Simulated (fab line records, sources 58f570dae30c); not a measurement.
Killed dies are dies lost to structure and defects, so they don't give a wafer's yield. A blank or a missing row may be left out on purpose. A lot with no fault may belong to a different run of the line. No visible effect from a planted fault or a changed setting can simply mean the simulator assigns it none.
Matching of chambers | flow berkeleyCmos170 | UCB170_M1_ETCH_11 on rieDiel-01 has 3 sister chambers
The step etches BARC in N2/H2. 14 wafers are shown with their chamber, then 7 later ones without.

== EACH WAFER AND ITS CHAMBER ==
wafer  | chamber | throttleValvePct (%) | drypumpMotorCurrentA (A) | oesProductAu (a.u.)
L674.1 | 2       | 13.24                | 5.1                      | 0.988
L674.4 | 3       | 13.47                | 5.6                      | 1.024
L674.5 | 1       | 13.03                | 6.4                      | 1.032
L686.2 | 2       | 13.23                | 5.1                      | 0.984
L686.5 | 2       | 13.22                | 5.1                      | 0.975
L686.6 | 1       | 13.01                | 6.4                      | 1.015
L688.1 | 1       | 13.02                | 6.4                      | 1.024
L688.3 | 2       | 13.26                | 5.0                      | 0.984
L688.6 | 1       | 13.03                | 6.4                      | 1.024
L690.1 | 2       | 13.23                | 5.0                      | 0.981
L690.3 | 3       | 13.48                | 5.5                      | 1.007
L690.6 | 2       | 13.24                | 5.0                      | 0.986
L691.1 | 2       | 13.23                | 5.0                      | 0.990
L691.5 | 2       | 13.24                | 5.0                      | 0.994

SIGNATURES (averages over the wafers above)
reading              | chamber 1 | chamber 2 | chamber 3 | scatter within a chamber
throttleValvePct     | 13.0225   | 13.2363   | 13.4750   | 0.0109
drypumpMotorCurrentA | 6.400     | 5.037     | 5.550     | 0.0465
oesProductAu         | 1.02375   | 0.98525   | 1.01550   | 0.00689
Rule: a wafer lies at a distance from a chamber equal to the root of the sum of squares, over the readings, of (its reading less the chamber's mean, divided by the reading's scatter). The wafer belongs to the nearest chamber; if the next one is less than 2 further off, it can't be placed. How the scatter is found: for the shown wafers, subtract from each reading the mean of its chamber, square and add these, divide the total by (wafers less chambers), then take the root.

== WAFERS WHOSE CHAMBER IS MISSING ==
wafer  | throttleValvePct (%) | drypumpMotorCurrentA (A) | oesProductAu (a.u.)
L691.6 | 13.03                | 6.4                      | 1.015
L695.1 | 13.50                | 5.5                      | 1.037
L695.3 | 13.04                | 6.5                      | 1.029
L695.4 | 13.25                | 5.0                      | 0.985
L696.2 | 13.02                | 6.4                      | 1.022
L696.4 | 13.51                | 5.6                      | 1.013
L696.5 | 13.03                | 6.4                      | 1.024

== WHICH CHAMBER EACH ONE RAN IN ==
wafer  | from the rows above | in truth
L691.6 | 1                   | 1
L695.1 | 3                   | 3
L695.3 | 1                   | 1
L695.4 | 2                   | 2
L696.2 | 1                   | 1
L696.4 | 3                   | 3
L696.5 | 1                   | 1
Correct placement for 7 of the 7. From these rows, 0 cannot be placed. Wrongly placed: 0.
